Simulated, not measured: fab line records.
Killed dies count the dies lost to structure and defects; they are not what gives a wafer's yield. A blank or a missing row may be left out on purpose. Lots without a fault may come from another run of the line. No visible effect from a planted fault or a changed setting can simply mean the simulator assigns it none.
Lot-split experiment | flow ritCmos | on a route of 202 steps: 5 lots, 22 wafers read

## ON THE SPLIT
At RIT_PLDD_IMPLANT_08, the setting energyKev was moved away from the recipe's 20 on 6 of the 22 wafers read, by -3.6% to +5.2%. This setting was run at the recipe's value on the other wafers.

Split to reading: the file shows no intervening step.

## THE READING
etest.pldd.rsOhmSq (the simulator's own value, which no gauge read), at RIT_M1_PROBE_99. There is no usual value for it anywhere in the file. Average 527.6, standard deviation 64, over the 16 wafers here run with the recipe.

wafer  | tool, chamber at the split | energyKev as run | against the recipe | etest.pldd.rsOhmSq | against lot-mates on the recipe
L074.1 | implanter-01, 0            | 20               | recipe             | 566.6              | -
L074.2 | implanter-01, 0            | 21.05            | +5.2%              | 514.5              | -50.2
L074.4 | implanter-01, 0            | 21.05            | +5.2%              | 518                | -46.8
L074.5 | implanter-01, 0            | 21.05            | +5.2%              | 506.9              | -57.9
L074.6 | implanter-01, 0            | 20               | recipe             | 562.9              | -
L076.1 | implanter-01, 0            | 20               | recipe             | 611.3              | -
L076.2 | implanter-01, 0            | 20               | recipe             | 595.8              | -
L076.3 | implanter-01, 0            | 20               | recipe             | 617.1              | -
L076.4 | implanter-01, 0            | 20               | recipe             | 599.8              | -
L076.6 | implanter-01, 0            | 20               | recipe             | 603.9              | -
L079.1 | implanter-02, 0            | 20               | recipe             | 505                | -
L079.2 | implanter-02, 0            | 20               | recipe             | 527.8              | -
L079.3 | implanter-02, 0            | 20               | recipe             | 524.1              | -
L084.1 | implanter-02, 0            | 20               | recipe             | 464.6              | -
L084.2 | implanter-02, 0            | 20               | recipe             | 457.4              | -
L084.4 | implanter-02, 0            | 20               | recipe             | 456.3              | -
L084.6 | implanter-02, 0            | 20               | recipe             | 443.2              | -
L085.2 | implanter-01, 0            | 20               | recipe             | 450                | -
L085.3 | implanter-01, 0            | 19.27            | -3.6%              | 507                | +54.3
L085.4 | implanter-01, 0            | 19.27            | -3.6%              | 503.8              | +51.1
L085.5 | implanter-01, 0            | 20               | recipe             | 455.4              | -
L085.6 | implanter-01, 0            | 19.27            | -3.6%              | 491.3              | +38.6

THE FIT
A straight line over all 22 wafers: etest.pldd.rsOhmSq changes by +0.772 for each +1% of energyKev; r = +0.03; the points scatter about the line by 59.
The same after taking each lot's own level away (the mean of its wafers on the recipe; 22 wafers): -11 for each +1%; r = -0.96; scatter 8.
Per that fit: largest energyKev move, reading shift of 58.
Across the lots, their own levels run from 452.70 to 605.58, a range of 2.4 times the standard deviation given above.
So the lot-to-lot level blurs the effect unless lot-mates are compared.
Check: for one of the wafers moved furthest among these (+5.2%), held out of the fit, the line's prediction against its lot-mates is -57.7. Against them it came out at -50.2.

## OTHER SPLITS ON THESE WAFERS
These wafers also went through other splits before the reading. Each is held against what the fit with the lots' levels taken away leaves over:
other split on the same wafers     | wafers away from the commonest value | r with etest.pldd.rsOhmSq (lot level and that fit taken away)
RIT_ACTIVE_OXIDATION_01 oxTimeS    | 9                                    | +0.21
RIT_FOX2_OXIDATION_00 tempC        | 17                                   | -0.11
RIT_NWELL_IMPLANT_08 energyKev     | 3                                    | -0.03
RIT_NRETRO_COAT_01 spinRpm         | 7                                    | +0.21
RIT_NRETRO_DEVELOP_05 developTimeS | 9                                    | -0.23
RIT_GATE_CLEAN_01 timeS            | 9                                    | +0.01
RIT_GATE_COAT_11 resistThkNm       | 6                                    | +0.09
RIT_GATE_ETCH_19 timeS             | 9                                    | -0.19
RIT_NLDD_IMPLANT_08 energyKev      | 10                                   | +0.01

## THE WHOLE CHAIN: every reading that the file lists as answering this split, in the file's order
step                | what it does | reading                                                             | change (the file's fit)                | r (the file's)
RIT_PLDD_IMPLANT_08 |              | implant.rpNm (the simulator's own value, which no gauge read)       | +0.132 nm for each +1% of the setting  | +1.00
RIT_PLDD_IMPLANT_08 |              | implant.drpNm (the simulator's own value, which no gauge read)      | +0.0683 nm for each +1% of the setting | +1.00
RIT_M1_PROBE_99     |              | etest.pldd.rsOhmSq (the simulator's own value, which no gauge read) | -10.9 for each +1% of the setting      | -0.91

## THE FILE'S OWN FIT
etest.pldd.rsOhmSq changes by -10.9 for each +1% of energyKev, r = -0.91.
